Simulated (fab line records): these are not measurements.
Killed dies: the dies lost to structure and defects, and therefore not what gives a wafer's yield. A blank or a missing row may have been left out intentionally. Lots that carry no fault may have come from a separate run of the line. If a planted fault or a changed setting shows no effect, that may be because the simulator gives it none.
The tool behind it: which one? | flow berkeley cmos170 | 24 lots with 72 wafers sampled at 6 steps, on a route of 331 steps

## WHAT THE GAUGES SHOWED, per wafer
UCB170_START_BOW_MEAS_00.
lot  | measured    | on            | INCOMING_BOW (um)
L074 | day 1 10:10 | film metro-02 | 12 0 4
L075 | day 1 15:02 | film metro-03 | 10 -1 -11
L076 | day 1 20:00 | film metro-03 | -12 1 2
L077 | day 2 01:02 | film metro-04 | 10 -3 -7
L078 | day 2 06:01 | film metro-03 | 1 -11 -1
L079 | day 2 11:00 | film metro-02 | 1 5 -5
L080 | day 2 16:02 | film metro-04 | 7 3 -2
L081 | day 2 21:02 | film metro-04 | -2 8 5
L082 | day 3 02:02 | film metro-04 | 6 -2 8
L083 | day 3 07:02 | film metro-02 | 4 2 3
L084 | day 3 12:01 | film metro-03 | -4 4 -10
L085 | day 3 17:01 | film metro-04 | -3 5 -2
L086 | day 3 22:00 | film metro-04 | -2 3 -2
L087 | day 4 03:01 | film metro-04 | 5 -1 0
L088 | day 4 08:01 | film metro-03 | 2 -1 6
L089 | day 4 13:01 | film metro-04 | -4 -3 6
L090 | day 4 18:01 | film metro-04 | 3 2 15
L091 | day 4 23:02 | film metro-03 | 1 7 2
L092 | day 5 04:03 | film metro-04 | -8 -10 7
L093 | day 5 09:00 | film metro-03 | -4 7 -4
L094 | day 5 14:00 | film metro-02 | -1 0 8
L095 | day 5 19:00 | film metro-03 | -2 7 -1
L096 | day 6 00:02 | film metro-03 | 4 -2 10
L097 | day 6 05:01 | film metro-02 | 0 -4 4

UCB170_PWELL_TW_MEAS_17.
lot  | measured    | on            | PWELL_TW
L074 | day 3 08:44 | film metro-01 | 378 377 378
L075 | day 3 16:21 | film metro-03 | 381 380 380
L076 | day 3 16:35 | film metro-01 | 378 378 376
L077 | day 4 03:13 | film metro-02 | 376 375 376
L078 | day 4 03:00 | film metro-01 | 371 373 373
L079 | day 4 11:25 | film metro-01 | 374 372 374
L080 | day 4 11:43 | film metro-02 | 376 376 375
L081 | day 4 20:53 | film metro-02 | 376 376 375
L082 | day 4 21:05 | film metro-02 | 375 377 374
L083 | day 5 06:34 | film metro-03 | 380 381 381
L084 | day 5 06:18 | film metro-03 | 379 378 380
L085 | day 5 16:53 | film metro-01 | 374 373 375
L086 | day 5 16:33 | film metro-03 | 379 383 383
L087 | day 6 07:15 | film metro-01 | 370 369 370
L088 | day 6 07:30 | film metro-03 | 378 378 379
L089 | day 6 21:08 | film metro-02 | 372 375 371
L090 | day 7 01:09 | film metro-03 | 377 380 379
L091 | day 7 08:58 | film metro-03 | 379 379 381
L092 | day 7 09:13 | film metro-03 | 380 378 382
L093 | day 7 17:56 | film metro-02 | 376 374 374
L094 | day 7 17:41 | film metro-01 | 375 374 377
L095 | day 8 03:01 | film metro-02 | 375 374 373
L096 | day 8 02:48 | film metro-02 | 376 376 376
L097 | day 8 10:39 | film metro-02 | 376 376 377

UCB170_V1_BOW_MEAS_03.
lot  | measured     | on            | V1_BOW (um)
L074 | day 8 22:21  | film metro-03 | 25 14 19
L075 | day 8 21:00  | film metro-04 | 27 16 5
L076 | day 8 22:35  | film metro-03 | 5 17 19
L077 | day 9 04:53  | film metro-03 | 30 17 14
L078 | day 9 03:32  | film metro-04 | 19 9 17
L079 | day 9 22:03  | film metro-03 | 19 22 13
L080 | day 9 23:25  | film metro-04 | 24 19 16
L081 | day 10 12:14 | film metro-01 | 18 26 22
L082 | day 10 10:54 | film metro-03 | 24 16 26
L083 | day 11 02:31 | film metro-03 | 20 17 20
L084 | day 11 02:29 | film metro-01 | 17 25 12
L085 | day 11 03:50 | film metro-03 | 14 21 15
L086 | day 11 03:49 | film metro-01 | 19 26 19
L087 | day 11 12:41 | film metro-01 | 26 19 21
L088 | day 11 11:20 | film metro-03 | 20 18 24
L089 | day 11 19:49 | film metro-01 | 17 18 26
L090 | day 11 21:09 | film metro-01 | 20 18 33
L091 | day 12 14:25 | film metro-03 | 23 29 25
L092 | day 12 13:05 | film metro-04 | 11 9 26
L093 | day 13 00:13 | film metro-04 | 14 24 15
L094 | day 12 22:23 | film metro-04 | 18 20 27
L095 | day 13 01:28 | film metro-01 | 17 26 17
L096 | day 12 20:42 | film metro-04 | 25 21 32
L097 | day 13 06:54 | film metro-04 | 17 14 22

## EACH LOT AND THE TOOL THAT RAN IT (in order: tool; ch and the chambers of the sampled wafers; start)
lot  | UCB170_ZERO_ETCH_06               | UCB170_ZERO_STRIP_07                | UCB170_PVT_STRIP_08
L074 | rie diel-02 ch 1,2,3, day 2 00:32 | plasma asher-04 ch 0,1, day 2 00:35 | plasma asher-01 ch 0,1, day 6 21:20
L075 | rie diel-02 ch 1,2, day 2 07:31   | plasma asher-02 ch 0,1, day 2 07:34 | plasma asher-04 ch 0,1, day 6 20:58
L076 | rie diel-04 ch 0,2, day 2 07:56   | plasma asher-02 ch 0,1, day 2 07:57 | plasma asher-03 ch 0,1, day 6 20:36
L077 | rie diel-03 ch 1,2,3, day 2 14:24 | plasma asher-04 ch 0,1, day 2 14:28 | plasma asher-04 ch 0,1, day 7 12:31
L078 | rie diel-04 ch 0,1,3, day 2 14:06 | plasma asher-01 ch 0,1, day 2 14:07 | plasma asher-03 ch 0,1, day 7 12:46
L079 | rie diel-03 ch 0,2, day 2 23:51   | plasma asher-04 ch 0, day 2 23:52   | plasma asher-03 ch 0,1, day 7 23:46
L080 | rie diel-04 ch 0,2,3, day 3 00:05 | plasma asher-02 ch 0,1, day 3 00:09 | plasma asher-01 ch 0,1, day 7 23:41
L081 | rie diel-04 ch 1,2,3, day 3 10:59 | plasma asher-01 ch 0,1, day 3 11:03 | plasma asher-03 ch 0,1, day 8 12:25
L082 | rie diel-02 ch 0,1,3, day 3 11:25 | plasma asher-01 ch 0,1, day 3 11:29 | plasma asher-01 ch 0,1, day 8 12:39
L083 | rie diel-04 ch 0,1,2, day 3 18:34 | plasma asher-02 ch 0,1, day 3 18:38 | plasma asher-04 ch 0,1, day 8 21:53
L084 | rie diel-04 ch 0,1, day 4 00:35   | plasma asher-01 ch 0,1, day 4 00:36 | plasma asher-01 ch 0,1, day 8 21:31
L085 | rie diel-02 ch 0,1, day 4 06:10   | plasma asher-04 ch 1, day 4 06:11   | plasma asher-01 ch 0,1, day 9 08:28
L086 | rie diel-03 ch 0,1, day 4 06:04   | plasma asher-02 ch 0,1, day 4 06:05 | plasma asher-01 ch 0,1, day 9 08:35
L087 | rie diel-04 ch 1,2,3, day 4 12:15 | plasma asher-04 ch 0,1, day 4 12:16 | plasma asher-01 ch 1, day 9 15:45
L088 | rie diel-04 ch 1,2,3, day 4 19:52 | plasma asher-01 ch 0,1, day 4 19:53 | plasma asher-04 ch 0,1, day 9 17:59
L089 | rie diel-03 ch 0,1,3, day 5 01:20 | plasma asher-04 ch 0,1, day 5 01:22 | plasma asher-04 ch 0,1, day 10 00:45
L090 | rie diel-02 ch 1,2,3, day 5 06:58 | plasma asher-04 ch 0,1, day 5 06:59 | plasma asher-03 ch 0,1, day 10 01:01
L091 | rie diel-02 ch 0,2, day 5 16:11   | plasma asher-02 ch 0,1, day 5 16:14 | plasma asher-03 ch 0,1, day 10 23:41
L092 | rie diel-02 ch 0,1,2, day 5 16:38 | plasma asher-01 ch 0,1, day 5 16:42 | plasma asher-04 ch 0,1, day 10 23:45
L093 | rie diel-03 ch 1,3, day 6 02:02   | plasma asher-04 ch 0,1, day 6 02:03 | plasma asher-03 ch 0,1, day 11 04:01
L094 | rie diel-02 ch 0,1,2, day 6 02:04 | plasma asher-01 ch 0,1, day 6 02:05 | plasma asher-01 ch 0,1, day 11 04:12
L095 | rie diel-04 ch 1,3, day 6 15:14   | plasma asher-01 ch 0,1, day 6 15:16 | plasma asher-03 ch 0,1, day 11 04:19
L096 | rie diel-03 ch 0,1,2, day 6 14:55 | plasma asher-02 ch 0,1, day 6 14:58 | plasma asher-01 ch 0,1, day 11 04:31
L097 | rie diel-04 ch 0,2,3, day 6 20:02 | plasma asher-01 ch 0,1, day 6 20:03 | plasma asher-03 ch 1, day 11 14:30
- UCB170_ZERO_ETCH_06: etches SiO2 in CHF3/CF4/Ar, time 12 s.
- UCB170_ZERO_STRIP_07: strips in O2.
- UCB170_PVT_STRIP_08: strips in O2.

## AS READ BY THE TOOLS THEMSELVES (means over the sampled wafers that have a number; for cases with no such wafer, the mark the record gives instead)
UCB170_ZERO_ETCH_06.
lot  | tool        | drypump motor current A (A) | oes product au (a.u.) | throttle valve pct (%)
L074 | rie diel-02 | 6.3                         | 0.613                 | 9.35
L075 | rie diel-02 | 6.1                         | 0.625                 | 9.26
L076 | rie diel-04 | 5.8                         | 0.620                 | 9.09
L077 | rie diel-03 | 6.0                         | 0.617                 | 9.29
L078 | rie diel-04 | 5.9                         | 0.616                 | 9.22
L079 | rie diel-03 | 5.6                         | 0.628                 | 9.29
L080 | rie diel-04 | 5.8                         | 0.620                 | 9.24
L081 | rie diel-04 | 5.7                         | 0.613                 | 9.29
L082 | rie diel-02 | 6.0                         | 0.614                 | 9.22
L083 | rie diel-04 | 5.7                         | 0.612                 | 9.16
L084 | rie diel-04 | 5.8                         | 0.610                 | 9.14
L085 | rie diel-02 | 5.8                         | 0.609                 | 9.17
L086 | rie diel-03 | 5.7                         | 0.622                 | 9.15
L087 | rie diel-04 | 5.7                         | 0.613                 | 9.30
L088 | rie diel-04 | 5.8                         | 0.610                 | 9.30
L089 | rie diel-03 | 5.6                         | 0.624                 | 9.24
L090 | rie diel-02 | 6.3                         | 0.614                 | 9.34
L091 | rie diel-02 | 6.2                         | 0.620                 | 9.43
L092 | rie diel-02 | 6.0                         | 0.615                 | 9.29
L093 | rie diel-03 | 5.9                         | 0.617                 | 9.20
L094 | rie diel-02 | 6.1                         | 0.619                 | 9.29
L095 | rie diel-04 | 5.8                         | 0.608                 | 9.28
L096 | rie diel-03 | 5.9                         | 0.627                 | 9.24
L097 | rie diel-04 | 5.8                         | 0.621                 | 9.23

UCB170_ZERO_STRIP_07.
lot  | tool            | drypump motor current A (A) | oes product au (a.u.) | strip time to endpoint s (s)
L074 | plasma asher-04 | 5.7                         | 0.731                 | 21.52
L075 | plasma asher-02 | 6.0                         | 0.730                 | 21.46
L076 | plasma asher-02 | 5.9                         | 0.725                 | 21.45
L077 | plasma asher-04 | 5.6                         | 0.728                 | 21.42
L078 | plasma asher-01 | 6.3                         | 0.728                 | 21.53
L079 | plasma asher-04 | 5.9                         | 0.732                 | 21.55
L080 | plasma asher-02 | 5.9                         | 0.726                 | 21.41
L081 | plasma asher-01 | 6.2                         | 0.722                 | 21.41
L082 | plasma asher-01 | 6.2                         | 0.728                 | 21.44
L083 | plasma asher-02 | 5.9                         | 0.725                 | 21.46
L084 | plasma asher-01 | 6.2                         | 0.727                 | 21.45
L085 | plasma asher-04 | 5.2                         | 0.729                 | 21.48
L086 | plasma asher-02 | 6.0                         | 0.723                 | 21.42
L087 | plasma asher-04 | 5.7                         | 0.728                 | 21.63
L088 | plasma asher-01 | 6.2                         | 0.729                 | 21.55
L089 | plasma asher-04 | 5.7                         | 0.732                 | 21.41
L090 | plasma asher-04 | 5.7                         | 0.731                 | 21.46
L091 | plasma asher-02 | 6.0                         | 0.726                 | 21.49
L092 | plasma asher-01 | 6.2                         | 0.730                 | 21.43
L093 | plasma asher-04 | 5.7                         | 0.727                 | 21.49
L094 | plasma asher-01 | 6.2                         | 0.723                 | 21.43
L095 | plasma asher-01 | 6.3                         | 0.729                 | 21.44
L096 | plasma asher-02 | 5.9                         | 0.727                 | 21.51
L097 | plasma asher-01 | 6.2                         | 0.728                 | 21.48

UCB170_PVT_STRIP_08.
lot  | tool            | drypump motor current A (A) | oes product au (a.u.) | strip time to endpoint s (s)
L074 | plasma asher-01 | 6.2                         | 0.737                 | 21.56
L075 | plasma asher-04 | 5.7                         | 0.734                 | 21.71
L076 | plasma asher-03 | 5.5                         | 0.736                 | 21.58
L077 | plasma asher-04 | 5.4                         | 0.737                 | 21.64
L078 | plasma asher-03 | 5.5                         | 0.738                 | 21.58
L079 | plasma asher-03 | 5.5                         | 0.736                 | 21.64
L080 | plasma asher-01 | 6.3                         | 0.733                 | 21.69
L081 | plasma asher-03 | 5.5                         | 0.730                 | 21.65
L082 | plasma asher-01 | 6.3                         | 0.736                 | 21.65
L083 | plasma asher-04 | 5.4                         | 0.735                 | 21.65
L084 | plasma asher-01 | 6.3                         | 0.735                 | 21.56
L085 | plasma asher-01 | 6.2                         | 0.731                 | 21.61
L086 | plasma asher-01 | 6.3                         | 0.738                 | 21.66
L087 | plasma asher-01 | 6.2                         | 0.732                 | 21.60
L088 | plasma asher-04 | 5.7                         | 0.733                 | 21.57
L089 | plasma asher-04 | 5.4                         | 0.729                 | 21.70
L090 | plasma asher-03 | 5.5                         | 0.736                 | 21.60
L091 | plasma asher-03 | 5.5                         | 0.733                 | 21.64
L092 | plasma asher-04 | 5.7                         | 0.734                 | 21.57
L093 | plasma asher-03 | 5.5                         | 0.736                 | 21.71
L094 | plasma asher-01 | 6.2                         | 0.733                 | 21.66
L095 | plasma asher-03 | 5.5                         | 0.730                 | 21.61
L096 | plasma asher-01 | 6.2                         | 0.736                 | 21.67
L097 | plasma asher-03 | 5.6                         | 0.729                 | 21.64

## THE ANSWER, worked out from the rows above alone
Rule: what is usual is taken from the lots themselves. The widest of any qualifying gaps counts: lots, ordered by their means at a reading, are off when they make up no more than a third of the lots, leave a main group of 4 or more, and stand apart from it by 3 or more times the standard deviation of that group's means. A main group whose means are all the same, to the digits that the tables above print for the reading, isn't used. A lot without any number at a reading at which 4 lots or more have one is off too. All remaining lots with rows at the step are treated as sound. First the gauges in route order, then the tools' own readings, where a lot's mean is used as printed above. The first step at which some lot is off is used, and at that step the reading that is off furthest; a lot without a number counts as furthest.
Nothing can be told from this: no lot is off at any reading shown.

## WHAT THE SIMULATOR PUT IN
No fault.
